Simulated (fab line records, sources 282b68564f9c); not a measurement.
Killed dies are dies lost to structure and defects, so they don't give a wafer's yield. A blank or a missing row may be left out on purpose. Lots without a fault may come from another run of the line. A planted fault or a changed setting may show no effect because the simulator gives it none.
Which tool did it? | flow rit_cmos | 13 lots, 39 wafers sampled, at 2 steps of a route of 202

WHAT THE GAUGES READ, wafer by wafer
RIT_SPACER_THK_MEAS_04. Usual: SPACER_NITRIDE_THK 250.0 nm, standard deviation 2.2.
lot  | measured    | on            | SPACER_NITRIDE_THK (nm) | flag
L920 | day 3 09:47 | film_metro-02 | 248.2 246.3 248.1       |
L921 | day 3 14:20 | film_metro-01 | 252.7 251.0 249.5       |
L922 | day 3 19:35 | film_metro-01 | 250.7 250.6 250.0       |
L923 | day 3 22:07 | film_metro-02 | 248.0 248.3 249.4       |
L924 | day 4 03:23 | film_metro-03 | 249.1 249.1 250.5       |
L926 | day 4 20:28 | film_metro-01 | 250.9 247.2 248.5       |
L927 | day 4 23:02 | film_metro-03 | 254.2 250.9 252.6       |
L928 | day 5 01:49 | film_metro-02 | 250.0 251.0 249.8       |
L929 | day 5 05:56 | film_metro-02 | 247.0 247.4 245.7       |
L930 | day 5 12:06 | film_metro-01 | 251.6 248.9 249.9       |
L931 | day 5 15:16 | film_metro-01 | 248.4 248.9 248.3       |
L933 | day 6 01:07 | film_metro-03 | 252.1 251.8 252.2       |
L937 | day 6 19:09 | film_metro-03 | 155.2 155.4 157.3       | OFF

WHICH TOOL RAN EACH LOT (tool, then ch and the chambers of the sampled wafers, then the start)
lot  | RIT_SPACER_CVD_03
L920 | lpcvd-01 ch 0, day 3 06:55
L921 | lpcvd-02 ch 1, day 3 12:24
L922 | lpcvd-01 ch 1, day 3 17:41
L923 | lpcvd-01 ch 1, day 3 20:12
L924 | lpcvd-02 ch 1, day 4 01:29
L926 | lpcvd-01 ch 0, day 4 18:34
L927 | lpcvd-02 ch 0, day 4 21:07
L928 | lpcvd-01 ch 1, day 4 23:53
L929 | lpcvd-01 ch 1, day 5 04:01
L930 | lpcvd-02 ch 1, day 5 10:10
L931 | lpcvd-01 ch 1, day 5 13:21
L933 | lpcvd-01 ch 1, day 5 23:11
L937 | lpcvd-01 ch 1, day 6 17:13
- RIT_SPACER_CVD_03: deposits Si3N4 from SiH2Cl2/NH3, target thk 250 nm, time 3300 s.

WHAT THE TOOLS THEMSELVES READ (means of the sampled wafers that have a number; where no wafer has one, the mark that the record gives instead)
RIT_SPACER_CVD_03. Usual: spike_tc_centre_C 813.2 C, standard deviation 1.2; spike_tc_load_C 836.8 C, standard deviation 2.9; spike_tc_source_C 833.7 C, standard deviation 2.1; susceptor_temp_C 810.0 C, standard deviation 0.32.
lot  | tool     | spike_tc_centre_C (C) | spike_tc_load_C (C) | spike_tc_source_C (C) | susceptor_temp_C (C) | flag
L920 | lpcvd-01 | 813.6                 | 838.3               | 830.1                 | 810.2                |
L921 | lpcvd-02 | 814.0                 | 832.5               | 835.7                 | 809.5                |
L922 | lpcvd-01 | 812.3                 | 839.9               | 834.0                 | 810.2                |
L923 | lpcvd-01 | 811.5                 | 839.2               | 834.6                 | 810.0                |
L924 | lpcvd-02 | 813.5                 | 832.4               | 835.9                 | 809.9                |
L926 | lpcvd-01 | 814.7                 | 838.2               | 828.9                 | 810.3                |
L927 | lpcvd-02 | 813.4                 | 834.1               | 834.7                 | 809.6                |
L928 | lpcvd-01 | 811.4                 | 839.2               | 834.4                 | 810.3                |
L929 | lpcvd-01 | 811.8                 | 839.3               | 834.3                 | 809.7                |
L930 | lpcvd-02 | 813.1                 | 831.5               | 835.6                 | 810.5                |
L931 | lpcvd-01 | 812.7                 | 838.2               | 833.2                 | 810.2                |
L933 | lpcvd-01 | 812.6                 | 838.3               | 834.6                 | 810.0                |
L937 | lpcvd-01 | 788.1                 | 814.1               | 809.2                 | 784.7                | OFF

THE ANSWER, worked out from the rows above alone
Rule: a lot is off if the mean of its wafers that have a number lies more than 3 standard deviations from the usual mean. A lot without any number at a reading at which 4 lots or more have one is off too. The other lots that the step has rows for count as sound. The gauges are gone through in route order, then the tools' own readings, and for those a lot's mean is taken as printed above. The first step at which some lot is off is used, and at that step the reading that is off furthest; a lot without a number counts as furthest.
Off: L937, at RIT_SPACER_THK_MEAS_04 (SPACER_NITRIDE_THK).
A tool fits if, at a process step before that reading, it ran every lot that is off, and no sound lot after the first of them. The gauges at RIT_SPACER_THK_MEAS_04 aren't tried: what is off there is off at RIT_SPACER_CVD_03 too, on other tools, and a gauge's error can't cause that. One fits: lpcvd-01 at RIT_SPACER_CVD_03. Its last sound lot is L933 (day 5 23:11), its first lot that is off L937 (day 6 17:13): a fault that began between those two fits.
The tool's own readings at RIT_SPACER_CVD_03 bear it out: on the lots that are off they differ by more than 5 times the standard deviation of the sound lots' means. spike_tc_centre_C reads 788.1 C there against 812.9 C on the sound lots; spike_tc_load_C reads 814.1 C there against 836.8 C on the sound lots; spike_tc_source_C reads 809.2 C there against 833.8 C on the sound lots; susceptor_temp_C reads 784.7 C there against 810.0 C on the sound lots.

WHAT THE SIMULATOR HAD PUT IN
Process parameter drift: lpcvd-01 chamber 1, from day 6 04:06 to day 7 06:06, at RIT_SPACER_CVD_03. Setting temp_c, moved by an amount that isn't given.
Lots struck among those shown: L937. The rule above found the same.
